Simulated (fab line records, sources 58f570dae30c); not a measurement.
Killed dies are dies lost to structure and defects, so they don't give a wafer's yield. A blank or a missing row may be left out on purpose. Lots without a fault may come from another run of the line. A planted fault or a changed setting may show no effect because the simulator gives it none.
fab line records | flow berkeley_cmos170
record lots=5 wafers=15 last_day=11
route steps=331 shown M1@251 V1@254
lots that met no fault: from a run of the same line without faults
start_h: hours from the record's first day to the start of the lot's first wafer shown | wait_h: hours since the lot's step before | " the same as in the row above | L1.1+2: a row that stands for several wafers | - no value, or no start given | * or withheld: withheld | < > ~ a bound
route shown NAME@n: a module of which the file shows steps, and the number in the route of the first | usual: mean/standard deviation of fault-free wafers | same: alike in all rows | chamber/n: place in a boat | sites: the reading at each site | _std_site: their standard deviation | _edge_site: outer sites' mean less inner sites' | radius_mm: how far each site lies from the wafer's centre | mask NAME#n: copy n | behind: the tool/chamber that last shaped the wafer | hold: why the lot was held/for how many hours/how that ended | device: the transistor (n, p or np) that didn't switch | end of line: the same wafers' tests at the end of the route | a step without rows: its recipe alone | killed: dies lost to structure and defects at the first sort, not the wafer's yield | map: a wafer's dies, x killed, . not, _ none there
set.NAME: the setting as run; set.NAME@STEP: as run at that earlier step | model.NAME: the simulator's own value behind a step, which no gauge read
lots at some steps of the route; a table a step, a row a wafer
services: from which hour (start_h, from the record's first day; less than 0 if before it) a tool's chamber was out of use, for how many hours, and why
## steps
# step UCB170_M1_STRIP_13
# recipe chemistry=O2 power_w=400 pressure_mtorr=3500 platen_temp_c=withheld o2_flow_sccm=400 overash_fraction=0.5
# usual drypump_motor_current_A=5.6/0.34 oes_product_au=0.720/0.0044
# columns lot.wafer tool chamber start_h wait_h drypump_motor_current_A oes_product_au rf_hours_counter_h
L075.1 plasma_asher-03 0 169.65 0.1 5.2 0.720 45
L075.2 " 1 " " 5.9 0.722 45
L075.3 " 1 " " 5.9 0.716 -
L079.3 plasma_asher-04 1 189.81 0.1 5.6 0.720 -
L079.4 " 0 " " 6.0 0.721 -
L079.5 " 0 " " 6.1 0.727 -
L078.1 plasma_asher-03 1 190.16 0.1 5.9 0.722 47
L078.2 " 0 " " 5.2 0.720 47
L078.5 " 0 " " 5.2 0.716 -
L082.1 plasma_asher-01 1 203.98 0.1 5.1 0.723 10
L082.3 " 0 " " 5.5 0.716 -
L082.5 " 0 " " 5.5 0.730 -
L088.1 plasma_asher-03 1 254.91 0.2 5.9 0.713 53
L088.4 " 0 " " 5.2 0.716 -
L088.5 " 0 " " 5.2 0.719 -
# step UCB170_M1_CD_MEAS_90
# recipe target_cd_nm=700
# usual cd_nm=699.9/2.5
# columns lot.wafer tool chamber start_h wait_h cd_nm
L075.1 cd_sem-01 - 169.75 0.1 702.5
L075.2 " - " " 699.3
L075.3 " - " " 701.4
L079.3 cd_sem-02 - 189.99 0.1 700.0
L079.4 " - " " 700.5
L079.5 " - " " 698.2
L078.1 cd_sem-02 - 190.26 0.1 698.7
L078.2 " - " " 701.1
L078.5 " - " " 699.7
L082.1 cd_sem-02 - 204.08 0.1 702.1
L082.3 " - " " 700.6
L082.5 " - " " 696.4
L088.1 cd_sem-02 - 255.01 0.1 700.6
L088.4 " - " " 700.7
L088.5 " - " " 700.7
# step UCB170_M1_ANNEAL_14
# recipe temp_c=400 time_s=1200 ambient=forming_gas
# usual spike_tc_load_C=416.0/0.9
# columns lot.wafer tool chamber start_h wait_h spike_tc_load_C
L075.1 furnace-03 0 170.45 0.7 415.4
L075.2 " 0 " " 416.6
L075.3 " 0 " " 416.2
L079.3 furnace-03 0 190.07 0.1 414.6
L079.4 " 0 " " 415.0
L079.5 " 0 " " 417.7
L078.1 furnace-03 0 191.40 1.1 415.5
L078.2 " 0 " " 417.5
L078.5 " 0 " " 416.5
L082.1 furnace-03 0 204.20 0.1 416.6
L082.3 " 0 " " 416.2
L082.5 " 0 " " 415.6
L088.1 furnace-03 0 256.30 1.3 415.6
L088.4 " 0 " " 415.1
L088.5 " 0 " " 416.3
# step UCB170_V1_CVD_00
# recipe material=SiO2 target_thk_nm=2000 temp_c=390 precursor=TEOS/O2 time_s=250 rf_w=550 pressure_mtorr=9000
# usual heater_power_w=257/58
# columns lot.wafer tool chamber start_h wait_h heater_power_w
L075.1 pecvd-04 1 171.79 0.0 310
L075.2 " 2 " " 226
L075.3 " 0 " " 330
L079.3 pecvd-02 1 191.40 0.0 243
L079.4 " 0 " " 272
L079.5 " 2 " " 241
L078.1 pecvd-04 2 192.74 0.0 208
L078.2 " 1 " " 301
L078.5 " 1 " " 239
L082.1 pecvd-02 1 205.53 0.0 246
L082.3 " 0 " " 354
L082.5 " 0 " " 271
L088.1 pecvd-03 0 257.63 0.0 206
L088.4 " 2 " " 245
L088.5 " 1 " " 210
# step UCB170_V1_THK_MEAS_01
# recipe reads=SiO2_of_V1_CVD_00
# usual V1_TEOS_THK=1992/26
# columns lot.wafer tool chamber start_h wait_h V1_TEOS_THK[nm]
L075.1 film_metro-02 - 171.94 0.1 1966
L075.2 " - " " 1952
L075.3 " - " " 1954
L079.3 film_metro-04 - 191.58 0.1 1927
L079.4 " - " " 2006
L079.5 " - " " 2000
L078.1 film_metro-01 - 192.89 0.1 1982
L078.2 " - " " 2002
L078.5 " - " " 2024
L082.1 film_metro-01 - 205.69 0.1 1975
L082.3 " - " " 2002
L082.5 " - " " 2032
L088.1 film_metro-02 - 257.79 0.1 1994
L088.4 " - " " 2005
L088.5 " - " " 2025
# step UCB170_V1_CMP_02
# recipe material=SiO2 down_force_psi=6 platen_rpm=60 pad_velocity_m_s=0.75398
# usual motor_current_A=16.9/1.8 platen_rpm=60.00/0.043 slurry_filter_dp_kPa=13.49/0.16
# columns lot.wafer tool chamber start_h wait_h motor_current_A platen_rpm slurry_filter_dp_kPa
L075.3 cmp-01 1 172.00 0.0 18.6 60.05 13.47
L075.1 " 3 " " 16.6 60.03 13.82
L075.2 " 0 " " 19.9 60.03 13.68
L079.3 cmp-02 1 191.67 0.1 14.4 60.02 13.26
L079.4 " 3 " " 15.7 59.99 13.52
L079.5 " 1 " " 15.2 59.93 13.52
L078.2 cmp-01 0 193.00 0.1 19.7 60.05 13.30
L078.1 " 2 " " 18.5 60.00 13.27
L078.5 " 0 " " 20.2 60.04 13.35
L082.3 cmp-02 0 205.75 0.0 15.2 60.00 13.68
L082.1 " 3 " " 15.2 60.01 13.65
L082.5 " 0 " " 14.6 60.03 13.59
L088.1 cmp-02 0 257.90 0.1 14.9 59.97 13.35
L088.4 " 2 " " 17.9 60.06 13.38
L088.5 " 0 " " 14.1 59.93 13.68
# step UCB170_V1_BOW_MEAS_03
# recipe mode=bow
# usual V1_BOW=19/6.7
# columns lot.wafer tool chamber start_h wait_h V1_BOW[um]
L075.1 film_metro-01 - 172.33 0.2 15
L075.2 " - " " 5
L075.3 " - " " 8
L079.3 film_metro-04 - 191.96 0.2 25
L079.4 " - " " 31
L079.5 " - " " 22
L078.1 film_metro-04 - 193.25 0.1 21
L078.2 " - " " 19
L078.5 " - " " 25
L082.1 film_metro-04 - 206.05 0.1 16
L082.3 " - " " 13
L082.5 " - " " 27
L088.1 film_metro-01 - 258.15 0.2 24
L088.4 " - " " 18
L088.5 " - " " 25
# step UCB170_V1_THK_MEAS_04
# recipe reads=SiO2_of_V1_CVD_00
# usual V1_POLISHED_THK=999.7/1.2
# columns lot.wafer tool chamber start_h wait_h V1_POLISHED_THK[nm]
L075.1 film_metro-01 - 172.45 0.1 999.0
L075.2 " - " " 1000.1
L075.3 " - " " 1000.4
L079.3 film_metro-04 - 192.06 0.1 999.0
L079.4 " - " " 997.1
L079.5 " - " " 1000.8
L078.1 film_metro-04 - 193.37 0.1 997.9
L078.2 " - " " 999.0
L078.5 " - " " 999.7
L082.1 film_metro-04 - 206.17 0.1 998.6
L082.3 " - " " 1000.4
L082.5 " - " " 1000.8
L088.1 film_metro-01 - 258.27 0.1 999.9
L088.4 " - " " 1001.1
L088.5 " - " " 1001.4
# step UCB170_V1_CLEAN_05
# recipe chemistry=DIW
# columns lot.wafer tool chamber start_h wait_h
L075.1+2+3 wet_bench-01 0 172.55 0.1
L078.1+2+5 wet_bench-02 1 193.79 0.4
L079.3+4+5 wet_bench-02 3 193.79 1.7
L082.1+3+5 wet_bench-01 0 207.20 1.0
L088.1+4+5 wet_bench-01 3 259.13 0.9
## services
# columns tool chamber start_h hours kind
pecvd-02 0 149.50 - clean
pecvd-02 1 149.50 - clean
pecvd-02 2 149.50 - clean
pecvd-04 - 150.60 0.9 repair
plasma_asher-03 - 196.53 0.5 repair
cmp-02 - 230.45 3.4 repair
cmp-02 - 233.80 4.0 pm
cmp-01 - 234.86 0.2 repair
cmp-02 - 237.80 - consumable_replace:conditioner
cmp-02 - 237.80 - consumable_replace:pad
wet_bench-01 - 239.15 1.0 repair
pecvd-03 - 242.50 14.0 pm
pecvd-03 0 242.50 14.0 vent_cycle
pecvd-03 1 242.50 14.0 vent_cycle
pecvd-03 2 242.50 14.0 vent_cycle
plasma_asher-04 - 250.73 4.9 repair
pecvd-02 - 254.22 2.8 pm
plasma_asher-03 - 255.31 15.6 pm
pecvd-03 0 256.50 - clean
pecvd-03 1 256.50 - clean
pecvd-03 2 256.50 - clean
## key
fault none
